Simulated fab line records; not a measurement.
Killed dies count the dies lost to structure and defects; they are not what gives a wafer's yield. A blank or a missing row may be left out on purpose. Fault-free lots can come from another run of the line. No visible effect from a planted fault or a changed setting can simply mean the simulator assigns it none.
What tool caused it? || flow berkeley_cmos170 || Sampling: 14 lots, 42 wafers, 3 of 331 route steps

== WHAT EACH GAUGE READ, for each wafer ==
UCB170_CONTACT_CD_MEAS_90 targets a cd of 700 nm. Usual: cd_nm reads 700.1 nm (standard deviation 1.7).
{"lot": "L690", "measured": "day 7 17:47", "on": "cd_sem-02", "cd_nm (nm)": "700.7 702.8 700.4", "flag": ""}
{"lot": "L688", "measured": "day 7 17:56", "on": "cd_sem-02", "cd_nm (nm)": "698.5 700.1 698.4", "flag": ""}
{"lot": "L689", "measured": "day 7 20:43", "on": "cd_sem-01", "cd_nm (nm)": "698.0 701.6 699.5", "flag": ""}
{"lot": "L691", "measured": "day 8 05:19", "on": "cd_sem-01", "cd_nm (nm)": "698.8 698.8 699.0", "flag": ""}
{"lot": "L694", "measured": "day 9 10:25", "on": "cd_sem-02", "cd_nm (nm)": "698.0 699.3 700.6", "flag": ""}
{"lot": "L697", "measured": "day 9 11:50", "on": "cd_sem-02", "cd_nm (nm)": "698.5 695.1 697.7", "flag": ""}
{"lot": "L699", "measured": "day 10 19:18", "on": "cd_sem-02", "cd_nm (nm)": "700.8 703.0 703.1", "flag": ""}
{"lot": "L703", "measured": "day 11 11:32", "on": "cd_sem-02", "cd_nm (nm)": "697.8 698.4 698.3", "flag": ""}
{"lot": "L702", "measured": "day 11 12:01", "on": "cd_sem-01", "cd_nm (nm)": "700.5 697.9 699.7", "flag": ""}
{"lot": "L706", "measured": "day 11 22:20", "on": "cd_sem-01", "cd_nm (nm)": "700.0 700.2 701.3", "flag": ""}
{"lot": "L705", "measured": "day 11 22:34", "on": "cd_sem-02", "cd_nm (nm)": "698.5 698.2 698.7", "flag": ""}
{"lot": "L707", "measured": "day 12 08:07", "on": "cd_sem-01", "cd_nm (nm)": "702.0 699.8 698.8", "flag": ""}
{"lot": "L708", "measured": "day 12 09:09", "on": "cd_sem-01", "cd_nm (nm)": "701.4 703.8 701.4", "flag": ""}
{"lot": "L709", "measured": "day 13 04:35", "on": "cd_sem-02", "cd_nm (nm)": "701.2 702.3 702.2", "flag": ""}

UCB170_V2_OVL_MEAS_13. Usual: for V2_OVL the level is -2 nm and the standard deviation is 6.2.
{"lot": "L690", "measured": "day 8 07:10", "on": "overlay-02", "V2_OVL (nm)": "2 1 0", "flag": ""}
{"lot": "L688", "measured": "day 8 07:51", "on": "overlay-02", "V2_OVL (nm)": "-9 -21 -8", "flag": ""}
{"lot": "L689", "measured": "day 8 12:25", "on": "overlay-02", "V2_OVL (nm)": "-2 -1 -1", "flag": ""}
{"lot": "L691", "measured": "day 8 16:48", "on": "overlay-02", "V2_OVL (nm)": "0 -3 3", "flag": ""}
{"lot": "L694", "measured": "day 9 22:44", "on": "overlay-02", "V2_OVL (nm)": "-2 -3 -5", "flag": ""}
{"lot": "L697", "measured": "day 10 00:57", "on": "overlay-01", "V2_OVL (nm)": "-9 -6 -6", "flag": ""}
{"lot": "L699", "measured": "day 11 10:05", "on": "overlay-01", "V2_OVL (nm)": "-4 -6 -2", "flag": ""}
{"lot": "L703", "measured": "day 12 00:55", "on": "overlay-02", "V2_OVL (nm)": "5 -4 -3", "flag": ""}
{"lot": "L702", "measured": "day 12 02:14", "on": "overlay-02", "V2_OVL (nm)": "-9 -15 -5", "flag": ""}
{"lot": "L706", "measured": "day 12 10:47", "on": "overlay-01", "V2_OVL (nm)": "-1 -6 -3", "flag": ""}
{"lot": "L705", "measured": "day 12 11:06", "on": "overlay-01", "V2_OVL (nm)": "8 4 2", "flag": ""}
{"lot": "L707", "measured": "day 12 18:51", "on": "overlay-01", "V2_OVL (nm)": "7 11 5", "flag": ""}
{"lot": "L708", "measured": "day 12 20:16", "on": "overlay-02", "V2_OVL (nm)": "-8 -6 -12", "flag": ""}
{"lot": "L709", "measured": "day 13 19:40", "on": "overlay-02", "V2_OVL (nm)": "-5 1 2", "flag": ""}

== WHICH TOOL RAN EACH LOT (tool, then ch and the chambers of the sampled wafers, then the start) ==
{"lot": "L690", "UCB170_CONTACT_ETCH_17": "rie_diel-02 ch 0,1,3, day 7 17:26"}
{"lot": "L688", "UCB170_CONTACT_ETCH_17": "rie_diel-04 ch 1,2, day 7 17:40"}
{"lot": "L689", "UCB170_CONTACT_ETCH_17": "rie_diel-02 ch 1,2,3, day 7 20:24"}
{"lot": "L691", "UCB170_CONTACT_ETCH_17": "rie_diel-04 ch 2,3, day 8 05:04"}
{"lot": "L694", "UCB170_CONTACT_ETCH_17": "rie_diel-02 ch 1,2, day 9 10:09"}
{"lot": "L697", "UCB170_CONTACT_ETCH_17": "rie_diel-04 ch 0,1, day 9 11:32"}
{"lot": "L699", "UCB170_CONTACT_ETCH_17": "rie_diel-03 ch 0,1,2, day 10 18:58"}
{"lot": "L703", "UCB170_CONTACT_ETCH_17": "rie_diel-02 ch 1,2, day 11 11:16"}
{"lot": "L702", "UCB170_CONTACT_ETCH_17": "rie_diel-04 ch 0,1,3, day 11 11:44"}
{"lot": "L706", "UCB170_CONTACT_ETCH_17": "rie_diel-03 ch 1,2, day 11 22:04"}
{"lot": "L705", "UCB170_CONTACT_ETCH_17": "rie_diel-02 ch 1,2, day 11 22:18"}
{"lot": "L707", "UCB170_CONTACT_ETCH_17": "rie_diel-03 ch 1,2,3, day 12 07:51"}
{"lot": "L708", "UCB170_CONTACT_ETCH_17": "rie_diel-02 ch 1,2,3, day 12 08:53"}
{"lot": "L709", "UCB170_CONTACT_ETCH_17": "rie_diel-03 ch 1,2,3, day 13 04:19"}
- UCB170_CONTACT_ETCH_17: etches BARC in N2/H2.

== WHAT THE TOOLS THEMSELVES READ (means of the sampled wafers that have a number; where no wafer has one, the mark that the record gives instead) ==
UCB170_CONTACT_ETCH_17. Usual: chamber_pressure_mTorr 29.997 mTorr, standard deviation 0.03; drypump_motor_current_A 5.8 A, standard deviation 0.43; oes_product_au 0.998 a.u., standard deviation 0.022; throttle_valve_pct 13.32 %, standard deviation 0.16.
{"lot": "L690", "tool": "rie_diel-02", "chamber_pressure_mTorr (mTorr)": 29.992, "drypump_motor_current_A (A)": 5.5, "oes_product_au (a.u.)": 1.002, "throttle_valve_pct (%)": 13.21, "flag": ""}
{"lot": "L688", "tool": "rie_diel-04", "chamber_pressure_mTorr (mTorr)": 30.002, "drypump_motor_current_A (A)": 6.0, "oes_product_au (a.u.)": 1.004, "throttle_valve_pct (%)": 13.29, "flag": ""}
{"lot": "L689", "tool": "rie_diel-02", "chamber_pressure_mTorr (mTorr)": 30.001, "drypump_motor_current_A (A)": 5.6, "oes_product_au (a.u.)": 0.983, "throttle_valve_pct (%)": 13.36, "flag": ""}
{"lot": "L691", "tool": "rie_diel-04", "chamber_pressure_mTorr (mTorr)": 30.029, "drypump_motor_current_A (A)": 6.1, "oes_product_au (a.u.)": 0.992, "throttle_valve_pct (%)": 13.26, "flag": ""}
{"lot": "L694", "tool": "rie_diel-02", "chamber_pressure_mTorr (mTorr)": 29.978, "drypump_motor_current_A (A)": 5.9, "oes_product_au (a.u.)": 0.970, "throttle_valve_pct (%)": 13.51, "flag": ""}
{"lot": "L697", "tool": "rie_diel-04", "chamber_pressure_mTorr (mTorr)": 29.993, "drypump_motor_current_A (A)": 6.3, "oes_product_au (a.u.)": 1.026, "throttle_valve_pct (%)": 13.32, "flag": ""}
{"lot": "L699", "tool": "rie_diel-03", "chamber_pressure_mTorr (mTorr)": 30.010, "drypump_motor_current_A (A)": 6.1, "oes_product_au (a.u.)": 0.992, "throttle_valve_pct (%)": 13.30, "flag": ""}
{"lot": "L703", "tool": "rie_diel-02", "chamber_pressure_mTorr (mTorr)": 30.014, "drypump_motor_current_A (A)": 5.7, "oes_product_au (a.u.)": 0.989, "throttle_valve_pct (%)": 13.49, "flag": ""}
{"lot": "L702", "tool": "rie_diel-04", "chamber_pressure_mTorr (mTorr)": 29.985, "drypump_motor_current_A (A)": 6.2, "oes_product_au (a.u.)": 1.008, "throttle_valve_pct (%)": 13.31, "flag": ""}
{"lot": "L706", "tool": "rie_diel-03", "chamber_pressure_mTorr (mTorr)": 29.989, "drypump_motor_current_A (A)": 6.2, "oes_product_au (a.u.)": 0.999, "throttle_valve_pct (%)": 13.37, "flag": ""}
{"lot": "L705", "tool": "rie_diel-02", "chamber_pressure_mTorr (mTorr)": 30.008, "drypump_motor_current_A (A)": 5.7, "oes_product_au (a.u.)": 0.983, "throttle_valve_pct (%)": 13.48, "flag": ""}
{"lot": "L707", "tool": "rie_diel-03", "chamber_pressure_mTorr (mTorr)": 29.994, "drypump_motor_current_A (A)": 5.9, "oes_product_au (a.u.)": 0.998, "throttle_valve_pct (%)": 13.41, "flag": ""}
{"lot": "L708", "tool": "rie_diel-02", "chamber_pressure_mTorr (mTorr)": 29.993, "drypump_motor_current_A (A)": 5.6, "oes_product_au (a.u.)": 0.988, "throttle_valve_pct (%)": 13.36, "flag": ""}
{"lot": "L709", "tool": "rie_diel-03", "chamber_pressure_mTorr (mTorr)": 29.994, "drypump_motor_current_A (A)": 5.9, "oes_product_au (a.u.)": 0.982, "throttle_valve_pct (%)": 13.43, "flag": ""}

== THE ANSWER, worked out from the rows above alone ==
Rule: lot off if the mean of its wafers having a number is beyond 3 standard deviations from the usual mean. A lot without any number at a reading at which 4 lots or more have one is off too. Any other lot the step has rows for is counted as sound. Order of review: gauges by route order, followed by the tools' own readings, for which a lot's mean as printed above is used. The first step at which some lot is off is used, and at that step the reading that is off furthest; a lot without a number counts as furthest.
None of the lots is off at any reading shown; this tells nothing.

== WHAT THE SIMULATOR PUT IN ==
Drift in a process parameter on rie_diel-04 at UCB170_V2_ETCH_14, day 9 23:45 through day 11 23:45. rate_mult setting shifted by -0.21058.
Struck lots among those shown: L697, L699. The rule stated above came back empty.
